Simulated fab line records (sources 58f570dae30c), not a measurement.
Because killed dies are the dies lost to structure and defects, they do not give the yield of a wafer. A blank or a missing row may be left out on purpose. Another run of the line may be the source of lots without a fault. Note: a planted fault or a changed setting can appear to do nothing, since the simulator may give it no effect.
The tool behind it: which one? ; flow berkeley-cmos170 ; 11 lots, 33 wafers sampled, at 4 steps of a route of 331

== WHAT THE GAUGES READ, wafer by wafer ==
UCB170_M3_RS_MEAS_02: measures by four-point-probe. Usual: M3_AL_RS typically reads 0.0321 ohm/sq, with standard deviation 0.00037.
lot;measured;on;M3_AL_RS (ohm/sq);flag
L944;day 7 07:53;film-metro-04;0.0324 0.0324 0.0322;
L945;day 7 19:12;film-metro-04;0.0319 0.0322 0.0320;
L946;day 7 18:10;film-metro-03;0.0321 0.0321 0.0326;
L947;day 8 00:01;film-metro-04;0.0320 0.0321 0.0321;
L948;day 7 19:38;film-metro-02;0.0326 0.0323 0.0323;
L949;day 7 23:43;film-metro-02;0.0319 0.0324 0.0319;
L952;day 9 16:10;film-metro-02;0.0326 0.0322 0.0326;
L953;day 9 14:28;film-metro-02;0.0321 0.0323 0.0315;
L965;day 12 13:03;film-metro-02;0.0320 0.0325 0.0319;
L966;day 12 11:59;film-metro-03;0.0324 0.0320 0.0321;
L967;day 13 13:02;film-metro-03;0.0321 0.0321 0.0318;

UCB170_M3_OVL_MEAS_16. Usual: M3_OVL typically reads -3 nm, with standard deviation 4.9.
lot;measured;on;M3_OVL (nm);flag
L944;day 7 09:58;overlay-02;-12 -9 -12;
L945;day 7 21:25;overlay-01;-6 -4 1;
L946;day 7 20:28;overlay-02;-7 -8 -15;
L947;day 8 02:09;overlay-01;4 -2 -12;
L948;day 7 21:41;overlay-02;1 4 2;
L949;day 8 01:53;overlay-01;1 -4 -1;
L952;day 9 18:21;overlay-02;-6 0 -11;
L953;day 9 17:47;overlay-02;-1 -4 2;
L965;day 12 15:22;overlay-01;-4 1 -1;
L966;day 12 14:16;overlay-01;-5 -3 -6;
L967;day 13 15:32;overlay-02;-7 -2 -2;

== EACH LOT AND THE TOOL THAT RAN IT (in order: tool; ch and the chambers of the sampled wafers; start) ==
lot;UCB170_GATE_CVD_04;UCB170_V2_CMP_02
L944;lpcvd-01 ch 0, day 5 22:15;cmp-02 ch 0,1,2, day 7 05:28
L945;lpcvd-02 ch 1, day 6 05:08;cmp-01 ch 1,3, day 7 16:47
L946;lpcvd-02 ch 1, day 6 05:08;cmp-01 ch 0,2,3, day 7 15:53
L947;lpcvd-02 ch 1, day 6 09:10;cmp-01 ch 0,2,3, day 7 21:44
L948;lpcvd-02 ch 1, day 6 09:10;cmp-01 ch 0,2,3, day 7 17:05
L949;lpcvd-02 ch 1, day 6 09:10;cmp-02 ch 0,2,3, day 7 21:34
L952;lpcvd-01 ch 1, day 7 23:39;cmp-01 ch 0,1,3, day 9 12:53
L953;lpcvd-01 ch 1, day 7 23:39;cmp-02 ch 0,1, day 9 12:19
L965;lpcvd-02 ch 0, day 10 18:49;cmp-02 ch 0,1, day 12 09:54
L966;lpcvd-02 ch 1, day 10 18:49;cmp-02 ch 0,1,3, day 12 09:38
L967;lpcvd-01 ch 1, day 11 17:25;cmp-02 ch 1,2, day 13 10:05
- UCB170_GATE_CVD_04: deposits poly-Si from SiH4, time 1440 s, target thk 214 nm.
- UCB170_V2_CMP_02: polishes SiO2.

== WHAT THE TOOLS THEMSELVES READ (means of the sampled wafers that have a number; where no wafer has one, the mark that the record gives instead) ==
UCB170_GATE_CVD_04. Usual: susceptor-temp-C 610.0 C, standard deviation 0.31; zone-power-load-pct 11.2 %, standard deviation 0.77.
lot;tool;susceptor-temp-C (C);zone-power-load-pct (%);flag
L944;lpcvd-01;610.0;10.5;
L945;lpcvd-02;610.4;12.1;
L946;lpcvd-02;609.5;12.0;
L947;lpcvd-02;610.2;12.1;
L948;lpcvd-02;610.2;12.1;
L949;lpcvd-02;610.5;12.2;
L952;lpcvd-01;609.7;11.9;
L953;lpcvd-01;610.0;11.9;
L965;lpcvd-02;609.6;11.1;
L966;lpcvd-02;609.8;12.1;
L967;lpcvd-01;609.9;11.8;

UCB170_V2_CMP_02. Usual: head-pressure-psi 5.999 psi, standard deviation 0.012; motor-current-A 15.2 A, standard deviation 1.3.
lot;tool;head-pressure-psi (psi);motor-current-A (A);flag
L944;cmp-02;6.007;16.3;
L945;cmp-01;5.997;13.7;
L946;cmp-01;6.003;14.4;
L947;cmp-01;5.999;14.5;
L948;cmp-01;6.003;14.4;
L949;cmp-02;6.001;15.3;
L952;cmp-01;6.000;14.6;
L953;cmp-02;6.007;15.0;
L965;cmp-02;6.014;15.4;
L966;cmp-02;5.995;15.3;
L967;cmp-02;5.997;16.1;

== THE ANSWER, worked out from the rows above alone ==
Rule: a lot counts as off when the mean over its wafers that have a number is more than 3 standard deviations away from the usual mean. Also off: a lot with no number at a reading for which 4 or more lots have one. The other lots that the step has rows for count as sound. The gauges are gone through in route order, then the tools' own readings, and for those a lot's mean is taken as printed above. The first step at which some lot is off is used, and at that step the reading that is off furthest; a lot without a number counts as furthest.
None of the lots is off at any reading shown; this tells nothing.

== WHAT WAS PUT IN BY THE SIMULATOR ==
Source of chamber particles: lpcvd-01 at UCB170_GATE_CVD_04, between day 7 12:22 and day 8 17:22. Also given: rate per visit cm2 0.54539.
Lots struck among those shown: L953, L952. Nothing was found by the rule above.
